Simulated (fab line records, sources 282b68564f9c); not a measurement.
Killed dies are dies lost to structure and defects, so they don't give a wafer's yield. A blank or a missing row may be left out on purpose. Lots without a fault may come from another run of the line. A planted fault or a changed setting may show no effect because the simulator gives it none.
A struck lot beside a sound one | flow rit_cmos | 17 steps out of a route of 202
Sound: wafers L418.1, L418.4, L418.6. Struck: wafer L413.1. The cause comes at the end.
At each step with rows: each side's tool, then ch and its chambers, then its first start. Under that, the readings that differ: sound wafers | struck wafers | difference of the means | sigmas: that difference in standard deviations of wafers without a fault.
alike: readings whose means differ by less than 2 such deviations, and words and numbers that are the same on both sides. not compared: withheld readings, readings that some wafer has no value for, bounds like >300 that may hide the same value, and numbers for which the record gives no deviation and whose values overlap.
The two part at a step that has a row with sigmas, a row that says differs or no value, or rows on one side only. Numbers that don't overlap but have no deviation are shown without sigmas and don't part them. A reading that every wafer of one side lacks parts them only if that side has two wafers or more.

first, 1 step without rows for these wafers: RIT_PSD_IMPLANT_08.
RIT_PSD_STRIP_09: strips in O2, time 180 s.
  sound on plasma_asher-04 ch 0,1, day 6 00:01; struck on plasma_asher-04 ch 1, day 4 23:27
  alike: drypump_motor_current_A
  not compared: rf_hours_counter_h
RIT_PSD_TW_MEAS_10:
  sound on film_metro-02, day 6 00:11; struck on film_metro-02, day 4 23:38
  alike: PSD_TW
then, 3 steps without rows for these wafers: RIT_SDANNEAL_CLEAN_00 (cleans in SC1, time 600 s); RIT_SDANNEAL_CLEAN_01 (cleans in dHF, time 30 s); RIT_SDANNEAL_CLEAN_02 (cleans in SC2, time 600 s).
RIT_SDANNEAL_RTA_03: time 5 s.
  sound on rtp_anneal-02 ch 0, day 6 00:39; struck on rtp_anneal-01 ch 0, day 5 00:04
  alike: wafer_temp_C_max
RIT_SDANNEAL_RS_MEAS_04: measures by four-point-probe.
  sound on film_metro-01, day 6 00:43; struck on film_metro-03, day 5 00:08
  alike: PSD_RS
RIT_SDANNEAL_RS_MEAS_05: measures by four-point-probe.
  sound on film_metro-01, day 6 00:50; struck on film_metro-03, day 5 00:15
  alike: NSD_RS
RIT_SDANNEAL_RS_MEAS_06: measures by four-point-probe.
  sound on film_metro-01, day 6 00:57; struck on film_metro-03, day 5 00:22
  reading          | sound             | struck | difference | sigmas
  PLDD_RS (ohm/sq) | 178.1 177.7 178.6 | 179.0  | +0.9       | +2
RIT_SDANNEAL_RS_MEAS_07: measures by four-point-probe.
  sound on film_metro-01, day 6 01:04; struck on film_metro-03, day 5 00:29
  alike: NLDD_RS
then, 1 step without rows for these wafers: RIT_SILICIDE_WET_ETCH_00 (etches SiO2 in BOE, target depth 14 nm, time 15 s).
RIT_SILICIDE_SPUTTER_01: material Ti, target thk 30 nm, time 228.7 s.
  sound on pvd_sputter-02, day 6 01:12; struck on pvd_sputter-04, day 5 00:37
  reading                                     | sound             | struck | difference | sigmas
  model.Ti_of_SILICIDE_SPUTTER_01.thk_nm (nm) | 29.01 29.05 28.73 | 35.18  | +6.25      |
  alike: throttle_valve_pct
RIT_SILICIDE_RS_MEAS_02: measures by four-point-probe.
  sound on film_metro-03, day 6 01:21; struck on film_metro-01, day 5 00:46
  reading                 | sound          | struck | difference | sigmas
  SILICIDE_TI_RS (ohm/sq) | 50.0 49.9 50.5 | 39.3   | -10.8      | -15
RIT_SILICIDE_THK_MEAS_03: measures by xrf.
  sound on film_metro-03, day 6 01:28; struck on film_metro-01, day 5 00:53
  reading              | sound          | struck | difference | sigmas
  SILICIDE_TI_THK (nm) | 29.5 29.5 29.0 | 35.5   | +6.2       | +17
RIT_SILICIDE_RTA_04: time 10 s, ramp up 5 s, ramp down 5 s.
  sound on rtp_anneal-01 ch 0, day 6 01:32; struck on rtp_anneal-02 ch 0, day 5 00:57
  alike: wafer_temp_C_max
RIT_M1_PROBE_99:
  the record has rows for the sound wafers here (prober-02, day 6 08:16) and none for the struck ones

WHERE THEY PART
First at RIT_SDANNEAL_RS_MEAS_06; last, within this record, at RIT_M1_PROBE_99.

WHY: what the simulator had put in
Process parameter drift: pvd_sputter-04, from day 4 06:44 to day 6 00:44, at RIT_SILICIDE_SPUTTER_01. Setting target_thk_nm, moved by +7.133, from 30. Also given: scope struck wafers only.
